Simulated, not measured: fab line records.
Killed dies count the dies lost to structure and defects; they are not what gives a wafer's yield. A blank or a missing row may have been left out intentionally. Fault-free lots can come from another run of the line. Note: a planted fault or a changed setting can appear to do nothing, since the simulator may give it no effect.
The tool behind it: which one?    flow berkeley-cmos170    14 lots with 42 wafers sampled at 6 steps, on a route of 331 steps

## WHAT EACH GAUGE READ, for each wafer
UCB170_NLDD_TW_MEAS_11.
lot   measured      on             NLDD_TW
L800  day 7 22:01   film-metro-01  2193 2178 2178
L801  day 7 22:56   film-metro-04  2250 2251 2242
L802  day 7 23:10   film-metro-01  2192 2200 2185
L805  day 8 08:40   film-metro-04  2222 2222 2233
L806  day 8 08:56   film-metro-04  2219 2224 2223
L804  day 8 15:32   film-metro-01  2184 2179 2186
L808  day 8 15:42   film-metro-04  2227 2226 2224
L807  day 8 16:58   film-metro-01  2181 2180 2173
L812  day 9 17:55   film-metro-04  2335 2339 2330
L813  day 9 19:22   film-metro-04  2333 2338 2335
L820  day 11 01:51  film-metro-01  2187 2184 2189
L818  day 11 02:43  film-metro-01  2194 2184 2189
L823  day 11 16:30  film-metro-03  2220 2222 2226
L821  day 11 17:11  film-metro-04  2247 2250 2233

UCB170_PSD_TW_MEAS_10.
lot   measured      on             PSD_TW
L800  day 8 05:01   film-metro-03  2339 2355 2341
L801  day 8 05:16   film-metro-03  2356 2345 2341
L802  day 8 05:17   film-metro-01  2291 2282 2287
L805  day 8 15:47   film-metro-03  2340 2347 2340
L806  day 8 15:30   film-metro-03  2344 2351 2358
L804  day 8 22:34   film-metro-04  2336 2336 2324
L808  day 8 22:43   film-metro-04  2336 2332 2338
L807  day 8 23:01   film-metro-01  2286 2283 2292
L812  day 10 00:35  film-metro-04  2351 2337 2343
L813  day 10 01:32  film-metro-04  2339 2328 2327
L820  day 11 09:05  film-metro-03  2333 2340 2354
L818  day 11 09:44  film-metro-03  2330 2325 2335
L823  day 12 00:29  film-metro-04  2343 2362 2348
L821  day 12 00:31  film-metro-01  2290 2293 2281

UCB170_SDANNEAL_RS_MEAS_05: a four-point-probe measurement.
lot   measured      on             NLDD_RS (ohm/sq)
L800  day 8 11:17   film-metro-04  616.1 617.4 617.2
L801  day 8 11:37   film-metro-01  614.9 615.5 615.8
L802  day 8 12:09   film-metro-04  616.9 616.5 615.9
L805  day 8 20:43   film-metro-04  615.3 615.0 615.0
L806  day 8 20:33   film-metro-01  616.0 616.7 612.9
L804  day 9 03:08   film-metro-01  616.5 616.5 615.6
L808  day 9 04:05   film-metro-01  618.1 616.2 618.0
L807  day 9 04:44   film-metro-01  615.3 617.7 616.9
L812  day 10 05:13  film-metro-01  576.0 574.4 574.6
L813  day 10 05:47  film-metro-04  576.4 576.3 576.1
L820  day 11 12:16  film-metro-01  615.6 615.9 614.9
L818  day 11 13:11  film-metro-03  615.7 615.4 616.6
L823  day 12 05:16  film-metro-01  613.9 616.0 616.6
L821  day 12 04:44  film-metro-04  618.3 616.9 615.9

## EACH LOT AND THE TOOL THAT RAN IT (in order: tool; ch and the chambers of the sampled wafers; start)
lot   UCB170_GATE_SOFTBAKE_08                       UCB170_GATE_STRIP_16                  UCB170_NLDD_IMPLANT_08
L800  litho-track-03 ch 0, day 7 17:30 or earlier   plasma-asher-04 ch 0,1, day 7 17:30   implanter-03 ch 0, day 7 21:40
L801  litho-track-02 ch 0, day 7 17:59 or earlier   plasma-asher-04 ch 0, day 7 17:59     implanter-03 ch 0, day 7 22:33
L802  litho-track-03 ch 0, day 7 18:15 or earlier   plasma-asher-02 ch 0, day 7 18:15     implanter-02 ch 0, day 7 22:47
L805  litho-track-03 ch 0, day 8 01:45 or earlier   plasma-asher-04 ch 0,1, day 8 01:45   implanter-03 ch 0, day 8 08:16
L806  litho-track-04 ch 0, day 8 02:01 or earlier   plasma-asher-04 ch 0,1, day 8 02:01   implanter-04 ch 0, day 8 08:32
L804  litho-track-02 ch 0, day 8 09:01 or earlier   plasma-asher-02 ch 0,1, day 8 09:01   implanter-04 ch 0, day 8 15:08
L808  litho-track-04 ch 0, day 8 11:04 or earlier   plasma-asher-04 ch 0,1, day 8 11:04   implanter-03 ch 0, day 8 15:18
L807  litho-track-04 ch 0, day 8 12:17 or earlier   plasma-asher-01 ch 0,1, day 8 12:17   implanter-04 ch 0, day 8 16:35
L812  litho-track-04 ch 0, day 9 14:13 or earlier   plasma-asher-02 ch 0,1, day 9 14:13   implanter-03 ch 0, day 9 17:32
L813  litho-track-04 ch 0, day 9 14:39 or earlier   plasma-asher-01 ch 0,1, day 9 14:39   implanter-03 ch 0, day 9 18:57
L820  litho-track-03 ch 0, day 10 19:27 or earlier  plasma-asher-04 ch 0,1, day 10 19:27  implanter-04 ch 0, day 11 01:27
L818  litho-track-04 ch 0, day 10 19:57 or earlier  plasma-asher-02 ch 0,1, day 10 19:57  implanter-04 ch 0, day 11 02:03
L823  litho-track-03 ch 0, day 11 12:19 or earlier  plasma-asher-04 ch 0,1, day 11 12:19  implanter-04 ch 0, day 11 16:07
L821  litho-track-04 ch 0, day 11 12:48 or earlier  plasma-asher-04 ch 0,1, day 11 12:48  implanter-02 ch 0, day 11 16:48
- UCB170_GATE_SOFTBAKE_08: time 61.06 s.
- UCB170_GATE_STRIP_16: strips in O2.
- UCB170_NLDD_IMPLANT_08

## WHAT THE TOOLS THEMSELVES READ (means of the sampled wafers that have a number; where no wafer has one, the mark that the record gives instead)
UCB170_GATE_SOFTBAKE_08.
lot   tool            chill-plate-temp-C (C)  plate-sensor-t-centre-C (C)  plate-sensor-t-edge-C (C)  resist-line-temp-C (C)  softbake-temp-c (C)
L800  litho-track-03  22.94                   131.41                       131.53                     23.19                   130.03
L801  litho-track-02  23.08                   131.41                       131.53                     23.11                   129.95
L802  litho-track-03  23.04                   131.42                       131.53                     22.94                   129.97
L805  litho-track-03  23.14                   131.41                       131.53                     22.93                   129.98
L806  litho-track-04  23.18                   131.41                       131.53                     22.97                   130.19
L804  litho-track-02  23.03                   131.41                       131.53                     23.03                   129.81
L808  litho-track-04  22.79                   131.41                       131.54                     22.96                   129.93
L807  litho-track-04  22.81                   131.41                       131.53                     23.04                   130.03
L812  litho-track-04  22.90                   131.42                       131.54                     23.21                   130.15
L813  litho-track-04  22.96                   131.42                       131.53                     23.09                   130.15
L820  litho-track-03  23.06                   131.42                       131.53                     22.93                   129.92
L818  litho-track-04  22.93                   131.42                       131.53                     22.78                   130.09
L823  litho-track-03  22.97                   131.40                       131.55                     23.03                   130.04
L821  litho-track-04  22.95                   131.41                       131.52                     23.11                   129.89

UCB170_GATE_STRIP_16.
lot   tool             chamber-pressure-mTorr (mTorr)  drypump-motor-current-A (A)  oes-product-au (a.u.)
L800  plasma-asher-04  3496.3                          5.5                          0.726
L801  plasma-asher-04  3501.3                          5.5                          0.725
L802  plasma-asher-02  3500.2                          6.2                          0.725
L805  plasma-asher-04  3501.7                          5.6                          0.724
L806  plasma-asher-04  3498.3                          5.5                          0.722
L804  plasma-asher-02  3498.0                          6.2                          0.725
L808  plasma-asher-04  3501.6                          5.5                          0.722
L807  plasma-asher-01  3496.9                          6.2                          0.733
L812  plasma-asher-02  3501.6                          6.3                          0.722
L813  plasma-asher-01  3498.1                          6.1                          0.727
L820  plasma-asher-04  3501.5                          5.5                          0.725
L818  plasma-asher-02  3499.7                          6.2                          0.728
L823  plasma-asher-04  3498.8                          5.5                          0.721
L821  plasma-asher-04  3498.1                          5.5                          0.726

UCB170_NLDD_IMPLANT_08.
lot   tool          beam-energy-keV
L800  implanter-03  29.997
L801  implanter-03  29.999
L802  implanter-02  30.002
L805  implanter-03  30.005
L806  implanter-04  29.994
L804  implanter-04  29.992
L808  implanter-03  29.993
L807  implanter-04  29.996
L812  implanter-03  40.488
L813  implanter-03  40.485
L820  implanter-04  30.000
L818  implanter-04  29.985
L823  implanter-04  29.997
L821  implanter-02  30.000

## THE ANSWER, worked out from the rows above alone
Rule: the usual values come from the lots themselves. Put in order of their means at a reading, lots are off if they are a third of the lots or fewer, leave a main group of 4 or more, and stand apart from it by a gap of 3 or more times the standard deviation of the main group's means; of several such gaps the widest counts. The tables above print the reading to a certain number of digits; a main group whose means all agree to those digits is not used. Also off: a lot with no number at a reading for which 4 or more lots have one. Any other lot the step has rows for is counted as sound. First the gauges in route order, then the tools' own readings, where a lot's mean is used as printed above. At the first step where some lot is off, the reading lying furthest off is the one used; lots without a number count as furthest.
Off: L812, L813, at UCB170_NLDD_TW_MEAS_11 (NLDD_TW). Main group: mean 2208, sd 24.
If a tool, at a process step before that reading, ran all the lots that are off and no sound lot after the first of them, it fits. Not tried: the gauges at UCB170_NLDD_TW_MEAS_11; whatever is off there is also off at UCB170_NLDD_IMPLANT_08, on other tools, and gauge error can't account for it. UCB170_GATE_SOFTBAKE_08 gives no start for some lots, so the hours and the order of its lots are those of UCB170_GATE_STRIP_16. One candidate fits, namely implanter-03 at UCB170_NLDD_IMPLANT_08. A fault onset in the window from L808 (day 8 15:18, its last sound lot) to L812 (day 9 17:32, its first lot off) fits.
The tool's own readings at UCB170_NLDD_IMPLANT_08 bear it out: on the lots that are off they differ by more than 5 times the standard deviation of the sound lots' means. beam-energy-keV reads 40.486 there against 29.997 on the sound lots.

## WHAT WAS PUT IN BY THE SIMULATOR
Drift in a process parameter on implanter-03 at UCB170_NLDD_IMPLANT_08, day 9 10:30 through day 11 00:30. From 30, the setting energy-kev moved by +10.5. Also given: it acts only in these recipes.
Shown lots that were struck: L812, L813. This agrees with what the rule above found.
